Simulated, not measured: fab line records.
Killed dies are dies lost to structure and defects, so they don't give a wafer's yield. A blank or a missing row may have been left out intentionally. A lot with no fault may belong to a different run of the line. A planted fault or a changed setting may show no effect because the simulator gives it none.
Chamber matching || flow berkeley_cmos170 || UCB170_CONTACT_ETCH_17 on rie_diel-03 has 4 sister chambers
The step etches BARC in N2/H2. 4 wafers are shown with their chamber, then 8 later ones without.

EACH WAFER AND ITS CHAMBER
{"wafer": "L176.2", "chamber": 0, "drypump_motor_current_A (A)": 5.9}
{"wafer": "L177.1", "chamber": 3, "drypump_motor_current_A (A)": 5.3}
{"wafer": "L177.2", "chamber": 2, "drypump_motor_current_A (A)": 6.2}
{"wafer": "L178.2", "chamber": 1, "drypump_motor_current_A (A)": 5.3}

WAFERS WHOSE CHAMBER IS MISSING
{"wafer": "L178.3", "drypump_motor_current_A (A)": 6.1}
{"wafer": "L178.6", "drypump_motor_current_A (A)": 5.8}
{"wafer": "L180.2", "drypump_motor_current_A (A)": 5.8}
{"wafer": "L180.3", "drypump_motor_current_A (A)": 5.4}
{"wafer": "L180.6", "drypump_motor_current_A (A)": 5.3}
{"wafer": "L183.2", "drypump_motor_current_A (A)": 5.3}
{"wafer": "L183.4", "drypump_motor_current_A (A)": 6.2}
{"wafer": "L183.6", "drypump_motor_current_A (A)": 5.4}

CHAMBER TAKEN BY EACH
{"wafer": "L178.3", "from the rows above": "can't be placed: 2 or 0", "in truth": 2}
{"wafer": "L178.6", "from the rows above": 0, "in truth": 0}
{"wafer": "L180.2", "from the rows above": 0, "in truth": 0}
{"wafer": "L180.3", "from the rows above": "can't be placed: 1 or 3", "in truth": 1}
{"wafer": "L180.6", "from the rows above": "can't be placed: 1 or 3", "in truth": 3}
{"wafer": "L183.2", "from the rows above": "can't be placed: 1 or 3", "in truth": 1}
{"wafer": "L183.4", "from the rows above": 2, "in truth": 2}
{"wafer": "L183.6", "from the rows above": "can't be placed: 1 or 3", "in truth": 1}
3 of 8 placed correctly. Not placeable from these rows: 5 (in 5, the candidates include the true chamber). Placed wrongly: 0.
How it was worked out, from the rows above alone: a wafer's distance from a chamber is the root of the sum, over the readings, of the square of ((its reading less the chamber's mean) divided by the reading's scatter). The wafer belongs to the nearest chamber; if the next one is less than 2 further off, it can't be placed. The mean given for a chamber averages the wafers shown for that chamber. The scatter: with one shown wafer a chamber, the root of the mean of the squares of how far each hidden wafer lies from its nearest shown one.
